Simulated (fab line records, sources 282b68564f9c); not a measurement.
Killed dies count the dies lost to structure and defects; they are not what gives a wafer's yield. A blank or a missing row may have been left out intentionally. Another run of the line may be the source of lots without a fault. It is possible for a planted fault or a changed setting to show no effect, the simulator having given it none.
Check for tools in common | flow ritCmos | Lots sampled 14, wafers sampled 48

## THE REASON FOR OPENING IT
Of 14 lots, 2 have the reading PLDD_TW flagged at RIT_PLDD_TW_MEAS_10. Wafers without a fault read 2365, standard deviation 26.
Rule: flag the lot when none of its wafers has a number, or when each of its wafers that has one lies beyond 4 standard deviations from that mean. The rest of the lots are taken to be sound.

lot  | measured    | on           | PLDD_TW, wafer by wafer       | flag
L139 | day 2 21:50 | filmMetro-01 | 2395 2400 2393                | 
L140 | day 3 04:30 | filmMetro-03 | 2366 2354 2375                | 
L142 | day 3 14:23 | filmMetro-04 | 2349 2337 2349                | 
L143 | day 3 20:21 | filmMetro-04 | 2353 2341 2345                | 
L145 | day 4 07:05 | filmMetro-01 | 2391 2381 2407                | 
L147 | day 4 19:48 | filmMetro-04 | 2348 2369 2354                | 
L148 | day 5 01:42 | filmMetro-01 | 2401 2381 2387                | 
L149 | day 5 05:13 | filmMetro-03 | 2346 2344 2345                | 
L152 | day 5 22:17 | filmMetro-01 | 2403 2401 2404                | 
L156 | day 6 13:56 | filmMetro-01 | 2403 2404 2414                | 
L157 | day 6 18:15 | filmMetro-04 | 2710 2712 2697 2706 2716 2708 | FLAGGED
L158 | day 7 00:25 | filmMetro-04 | 2713 2697 2713 2723 2713 2726 | FLAGGED
L161 | day 7 14:14 | filmMetro-04 | 2352 2355 2351                | 
L162 | day 7 16:43 | filmMetro-04 | 2343 2332 2349                | 
Average over the flagged lots: 2711; offset from the usual +346, equal to +13 standard deviations.

## WHICH TOOL EACH LOT WENT THROUGH
The record holds 1 process step before the reading, out of a route of 202 steps. Each cell gives the tool, then ch followed by the chambers the sampled wafers passed through, then the start.
lot  | flag    | RIT_PLDD_IMPLANT_08
L139 |         | implanter-01 ch 0, day 2 21:31
L140 |         | implanter-03 ch 0, day 3 04:11
L142 |         | implanter-02 ch 0, day 3 14:05
L143 |         | implanter-03 ch 0, day 3 20:01
L145 |         | implanter-03 ch 0, day 4 06:46
L147 |         | implanter-03 ch 0, day 4 19:29
L148 |         | implanter-03 ch 0, day 5 01:23
L149 |         | implanter-02 ch 0, day 5 04:53
L152 |         | implanter-02 ch 0, day 5 21:58
L156 |         | implanter-02 ch 0, day 6 13:36
L157 | FLAGGED | implanter-02 ch 0, day 6 17:56
L158 | FLAGGED | implanter-02 ch 0, day 7 00:06
L161 |         | implanter-01 ch 0, day 7 13:54
L162 |         | implanter-03 ch 0, day 7 16:26
These steps, and what they do:
- RIT_PLDD_IMPLANT_08
- RIT_PLDD_TW_MEAS_10

## FLAGGED OVER TOTAL, TOOL BY TOOL (the gauges that took the reading come last)
step                | tool         | lots run | flagged | share of the flagged lots | sound lots run after its first flagged lot
RIT_PLDD_IMPLANT_08 | implanter-01 | 2        | 0       | none                      | -
RIT_PLDD_IMPLANT_08 | implanter-02 | 6        | 2       | all                       | 0
RIT_PLDD_IMPLANT_08 | implanter-03 | 6        | 0       | none                      | -
RIT_PLDD_TW_MEAS_10 | filmMetro-01 | 5        | 0       | none                      | -
RIT_PLDD_TW_MEAS_10 | filmMetro-03 | 2        | 0       | none                      | -
RIT_PLDD_TW_MEAS_10 | filmMetro-04 | 7        | 2       | all                       | 2 (L161,L162)

## THE TABLE: WHAT IT ALLOWS
implanter-02 at RIT_PLDD_IMPLANT_08 and filmMetro-04 at RIT_PLDD_TW_MEAS_10 are the 2 rows of the table that ran each flagged lot.
- implanter-02 at RIT_PLDD_IMPLANT_08 ran 6 lots, 2 of them flagged. Last sound lot L156 at day 6 13:36, first flagged lot L157 at day 6 17:56; a fault beginning in between fits. Its own readings (doseIonsCm2, faradayCurrentUA) fall more than 4 standard deviations out on all wafers of the flagged lots.
- filmMetro-04 at RIT_PLDD_TW_MEAS_10 ran 7 lots, 2 of them flagged. Sound lots ran on it after the first flagged one (L161, L162), which a lasting fault on the whole tool wouldn't allow.
What remains is a single tool, implanter-02 at RIT_PLDD_IMPLANT_08.

## WHAT THE SIMULATOR HAD PUT IN
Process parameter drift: implanter-02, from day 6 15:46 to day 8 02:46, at RIT_PLDD_IMPLANT_08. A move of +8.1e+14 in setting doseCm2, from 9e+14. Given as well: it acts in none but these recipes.
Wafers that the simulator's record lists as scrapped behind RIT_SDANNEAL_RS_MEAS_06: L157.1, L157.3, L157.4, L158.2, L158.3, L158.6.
Lots struck among those shown: L157, L158. The rule above reached the same finding.
